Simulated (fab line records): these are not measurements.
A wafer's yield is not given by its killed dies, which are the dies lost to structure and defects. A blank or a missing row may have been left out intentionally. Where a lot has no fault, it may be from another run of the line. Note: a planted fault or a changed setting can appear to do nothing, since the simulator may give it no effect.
Matching of chambers ; flow berkeley cmos170 ; rie diel-03 running UCB170_ZERO_ETCH_06: 4 sister chambers
The step etches SiO2 in CHF3/CF4/Ar, time 12 s. 14 wafers are shown with their chamber, then 7 later ones without.

## EACH WAFER AND ITS CHAMBER
wafer;chamber;throttle valve pct (%);oes product au (a.u.)
L152.2;2;9.07;0.616
L152.4;1;9.33;0.616
L152.6;2;9.07;0.629
L155.3;2;9.07;0.610
L155.4;1;9.31;0.626
L155.5;2;9.08;0.612
L161.1;1;9.33;0.620
L161.3;0;9.20;0.636
L161.6;2;9.07;0.620
L162.1;2;9.07;0.612
L162.3;1;9.33;0.619
L162.5;3;9.10;0.631
L164.2;1;9.33;0.611
L164.5;2;9.08;0.617

SIGNATURES (means of the wafers above)
reading;chamber 0;chamber 1;chamber 2;chamber 3;scatter within a chamber
throttle valve pct;9.2000;9.3260;9.0729;9.1000;0.0068
oes product au;0.63600;0.61840;0.61657;0.63100;0.00611
Rule: distance of a wafer from a chamber = root of the sum over the readings of ((wafer's reading minus chamber's mean) / reading's scatter) squared. The wafer belongs to the nearest chamber; if the next one is less than 2 further off, it can't be placed. The scatter: take each reading less its chamber's mean, square it, sum over the shown wafers, divide by the number of wafers less the number of chambers, and take the root.

## WAFERS WITHOUT THEIR CHAMBER
wafer;throttle valve pct (%);oes product au (a.u.)
L164.6;9.09;0.622
L165.1;9.19;0.624
L165.3;9.09;0.627
L165.6;9.31;0.630
L172.1;9.06;0.622
L172.2;9.20;0.623
L172.4;9.31;0.621

## EACH ONE'S CHAMBER
wafer;from the rows above;in truth
L164.6;can't be placed: 3 or 2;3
L165.1;0;0
L165.3;can't be placed: 3 or 2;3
L165.6;1;1
L172.1;2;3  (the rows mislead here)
L172.2;0;0
L172.4;1;1
Placed correctly: 4 of 7. Not placeable from these rows: 2 (in 2, the candidates include the true chamber). Wrongly placed: 1.
